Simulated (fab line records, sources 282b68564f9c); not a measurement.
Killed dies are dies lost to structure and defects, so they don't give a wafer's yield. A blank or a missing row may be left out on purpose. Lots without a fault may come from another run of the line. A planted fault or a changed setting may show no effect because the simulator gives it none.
Which tool did it? | flow rit_cmos | 15 lots, 45 wafers sampled, at 2 steps of a route of 202

WHAT THE GAUGES READ, wafer by wafer
RIT_REOX_THK_MEAS_04. Usual: REOX_OXIDE_THK 24.8 nm, standard deviation 0.57.
lot  | measured    | on            | REOX_OXIDE_THK (nm) | flag
L645 | day 3 03:10 | film_metro-04 | 25.4 25.7 25.2      |
L646 | day 3 06:53 | film_metro-02 | 25.3 25.8 26.0      |
L647 | day 3 09:26 | film_metro-03 | 25.1 25.3 25.1      |
L648 | day 3 17:08 | film_metro-02 | 25.8 25.8 25.5      |
L649 | day 3 21:37 | film_metro-03 | 22.0 21.8 21.7      | OFF
L650 | day 4 00:26 | film_metro-03 | 21.8 21.9 21.6      | OFF
L651 | day 4 04:22 | film_metro-02 | 24.0 24.2 24.0      |
L652 | day 4 12:37 | film_metro-04 | 25.7 25.8 25.3      |
L653 | day 4 15:10 | film_metro-04 | 24.7 24.6 24.4      |
L654 | day 4 22:36 | film_metro-04 | 21.2 21.1 21.7      | OFF
L659 | day 5 21:01 | film_metro-02 | 25.5 25.5 25.3      |
L660 | day 6 04:37 | film_metro-04 | 24.3 24.9 24.2      |
L662 | day 6 14:37 | film_metro-04 | 24.1 24.4 23.8      |
L666 | day 7 09:39 | film_metro-03 | 25.2 25.1 25.1      |
L667 | day 7 13:05 | film_metro-03 | 24.8 24.9 24.8      |

WHICH TOOL RAN EACH LOT (tool, then ch and the chambers of the sampled wafers, then the start)
lot  | RIT_REOX_OXIDATION_03
L645 | furnace-03 ch 0, day 3 00:37
L646 | furnace-04 ch 0, day 3 04:20
L647 | furnace-04 ch 0, day 3 06:53
L648 | furnace-03 ch 0, day 3 14:34
L649 | furnace-03 ch 0, day 3 19:04
L650 | furnace-03 ch 0, day 3 21:52
L651 | furnace-01 ch 0, day 4 01:47
L652 | furnace-01 ch 0, day 4 10:03
L653 | furnace-01 ch 0, day 4 12:36
L654 | furnace-03 ch 0, day 4 20:03
L659 | furnace-04 ch 0, day 5 18:28
L660 | furnace-01 ch 0, day 6 02:03
L662 | furnace-01 ch 0, day 6 12:03
L666 | furnace-04 ch 0, day 7 07:04
L667 | furnace-03 ch 0, day 7 10:32
- RIT_REOX_OXIDATION_03: target thk 25.2 nm, ox time 5580 s.

WHAT THE TOOLS THEMSELVES READ (means of the sampled wafers that have a number; where no wafer has one, the mark that the record gives instead)
RIT_REOX_OXIDATION_03. Usual: spike_tc_centre_C 901.6 C, standard deviation 1.4; spike_tc_load_C 925 C, standard deviation 4.3; spike_tc_source_C 925.6 C, standard deviation 2; tube_center_temp_C 900.01 C, standard deviation 0.086; tube_center_temp_C_max 902.4, standard deviation 0.41; zone_power_source_pct 28.5 %, standard deviation 0.37.
lot  | tool       | spike_tc_centre_C (C) | spike_tc_load_C (C) | spike_tc_source_C (C) | tube_center_temp_C (C) | tube_center_temp_C_max | zone_power_source_pct (%) | flag
L645 | furnace-03 | 903.8                 | 924                 | 928.5                 | 900.05                 | 902.3                  | 28.2                      |
L646 | furnace-04 | 900.6                 | 918                 | 926.1                 | 899.97                 | 902.4                  | 28.9                      |
L647 | furnace-04 | 900.3                 | 917                 | 925.3                 | 899.95                 | 902.5                  | 29.0                      |
L648 | furnace-03 | 903.0                 | 925                 | 927.1                 | 899.99                 | 902.1                  | 28.4                      |
L649 | furnace-03 | 888.7                 | 910                 | 913.0                 | 885.95                 | 888.3                  | 27.5                      | OFF
L650 | furnace-03 | 888.7                 | 912                 | 913.9                 | 886.03                 | 888.7                  | 27.3                      | OFF
L651 | furnace-01 | 900.4                 | 928                 | 923.5                 | 899.98                 | 902.6                  | 28.6                      |
L652 | furnace-01 | 902.1                 | 929                 | 924.0                 | 900.02                 | 902.5                  | 28.5                      |
L653 | furnace-01 | 900.3                 | 929                 | 923.6                 | 899.98                 | 902.0                  | 28.3                      |
L654 | furnace-03 | 888.7                 | 911                 | 912.8                 | 885.97                 | 888.0                  | 27.4                      | OFF
L659 | furnace-04 | 901.0                 | 918                 | 925.1                 | 899.92                 | 902.1                  | 28.8                      |
L660 | furnace-01 | 900.2                 | 930                 | 923.7                 | 899.94                 | 902.0                  | 28.5                      |
L662 | furnace-01 | 900.6                 | 930                 | 924.5                 | 900.04                 | 902.5                  | 28.3                      |
L666 | furnace-04 | 901.3                 | 918                 | 925.3                 | 900.00                 | 902.8                  | 29.0                      |
L667 | furnace-03 | 902.5                 | 924                 | 927.6                 | 899.97                 | 902.3                  | 28.1                      |

THE ANSWER, worked out from the rows above alone
Rule: a lot is off if the mean of its wafers that have a number lies more than 3 standard deviations from the usual mean. A lot without any number at a reading at which 4 lots or more have one is off too. The other lots that the step has rows for count as sound. The gauges are gone through in route order, then the tools' own readings, and for those a lot's mean is taken as printed above. The first step at which some lot is off is used, and at that step the reading that is off furthest; a lot without a number counts as furthest.
Off: L649, L650, L654, at RIT_REOX_THK_MEAS_04 (REOX_OXIDE_THK).
A tool fits if, at a process step before that reading, it ran every lot that is off, and no sound lot after the first of them. The gauges at RIT_REOX_THK_MEAS_04 aren't tried: what is off there is off at RIT_REOX_OXIDATION_03 too, on other tools, and a gauge's error can't cause that. None of those tried fits.

WHAT THE SIMULATOR HAD PUT IN
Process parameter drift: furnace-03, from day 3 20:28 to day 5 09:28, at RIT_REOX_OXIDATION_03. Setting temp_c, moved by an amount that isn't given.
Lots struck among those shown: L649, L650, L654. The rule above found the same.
